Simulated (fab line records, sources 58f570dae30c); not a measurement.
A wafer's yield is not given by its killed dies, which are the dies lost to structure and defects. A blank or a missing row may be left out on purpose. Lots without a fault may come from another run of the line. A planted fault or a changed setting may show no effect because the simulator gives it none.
Comparing a struck lot with a sound one | flow berkeley-cmos170 | 19 steps out of a route of 331
Sound: the wafers L754.3, L754.5, L754.6. Wafers L761.1, L761.5, L761.6 were the ones struck. The cause is given at the end.
Each step with rows lists, per side, the tool, then ch with its chambers, then its first start. Under that, the readings that differ: sound wafers | struck wafers | difference of the means | sigmas: that difference in standard deviations of wafers without a fault.
alike: readings with means less than 2 such deviations apart, plus words and numbers identical on both sides. not compared: withheld readings, readings lacking a value on some wafer, bounds such as >300 that could conceal the same value, and numbers that have no deviation in the record and whose values overlap.
A row with sigmas, a row that says differs or no value, or rows on one side alone: a step with any of these is where the two part. Non-overlapping numbers with no deviation appear without sigmas and do not part them. Lack of a reading on every wafer of one side parts them only where that side has two or more wafers.

UCB170_PVT_STRIP_08: strips in O2.
  sound on plasma-asher-01 ch 0,1, day 7 20:37; struck on plasma-asher-01 ch 0,1, day 8 23:19
  alike: drypump-motor-current-A, oes-product-au, strip-time-to-endpoint-s
  not compared: rf-hours-counter-h
UCB170_PVT_TW_MEAS_09:
  sound on film-metro-04, day 7 20:43; struck on film-metro-01, day 8 23:25
  alike: PVT_TW
then, 1 step without rows for these wafers: UCB170_GATE_WET_ETCH_00 (etches SiO2 in dHF, time 200 s).
UCB170_FIELD_THK_MEAS_91:
  sound on film-metro-01, day 7 20:50; struck on film-metro-04, day 8 23:37
  alike: FIELD_OXIDE_LEFT_2_THK
then, 1 step without rows for these wafers: UCB170_GATE_OXIDATION_01 (target thk 6.6 nm, ox time 1800 s).
UCB170_GATE_THK_MEAS_02:
  sound on film-metro-03, day 8 03:35; struck on film-metro-02, day 9 08:11
  alike: GATE_OXIDE_THK
then, 2 steps without rows for these wafers: UCB170_GATE_ANNEAL_03 (time 1800 s); UCB170_GATE_CVD_04 (deposits poly-Si from SiH4, time 1440 s, target thk 214 nm).
UCB170_GATE_THK_MEAS_05:
  sound on film-metro-04, day 8 12:31; struck on film-metro-04, day 9 17:18
  alike: GATE_POLY_THK
then, 3 steps without rows for these wafers: UCB170_GATE_COAT_06; UCB170_GATE_COAT_07 (resist thk 900 nm); UCB170_GATE_SOFTBAKE_08 (time 59 s).
UCB170_GATE_EXPOSE_09: exposes mask POLY, target cd 350 nm.
  sound on krf-scanner-02 ch 0, day 8 13:05; struck on krf-scanner-01 ch 0, day 9 18:31
  reading                      | sound                   | struck            | difference | sigmas
  model.GATE.overlay-x-nm (nm) | -0.9549 -0.9549 -0.9549 | 45.51 45.51 45.51 | +46.46     |
  alike: mask, focus-offset-nm
then, 2 steps without rows for these wafers: UCB170_GATE_PEB_10; UCB170_GATE_DEVELOP_11 (develop time 45 s).
UCB170_GATE_CD_MEAS_12: the cd target is 350 nm.
  sound on cd-sem-02, day 8 13:29; struck on cd-sem-01, day 9 19:08
  alike: cd-nm
UCB170_GATE_OVL_MEAS_13:
  sound on overlay-01, day 8 13:34; struck on overlay-02, day 9 19:16
  reading       | sound  | struck   | difference | sigmas
  GATE_OVL (nm) | 3 3 -2 | 44 45 40 | +42        | +9
UCB170_GATE_ETCH_14: etches BARC in N2/H2.
  sound on rie-diel-02 ch 2,3, day 8 13:35; struck on rie-diel-01 ch 0,3, day 9 19:18
  alike: drypump-motor-current-A, oes-product-au, throttle-valve-pct
UCB170_M3_PROBE_99:
  the record has rows for the sound wafers here (prober-02, day 10 09:47) and none for the struck ones

## WHERE THEY PART
Earliest at UCB170_GATE_OVL_MEAS_13; latest, in this record, at UCB170_M3_PROBE_99.

WHY: what had been put in by the simulator
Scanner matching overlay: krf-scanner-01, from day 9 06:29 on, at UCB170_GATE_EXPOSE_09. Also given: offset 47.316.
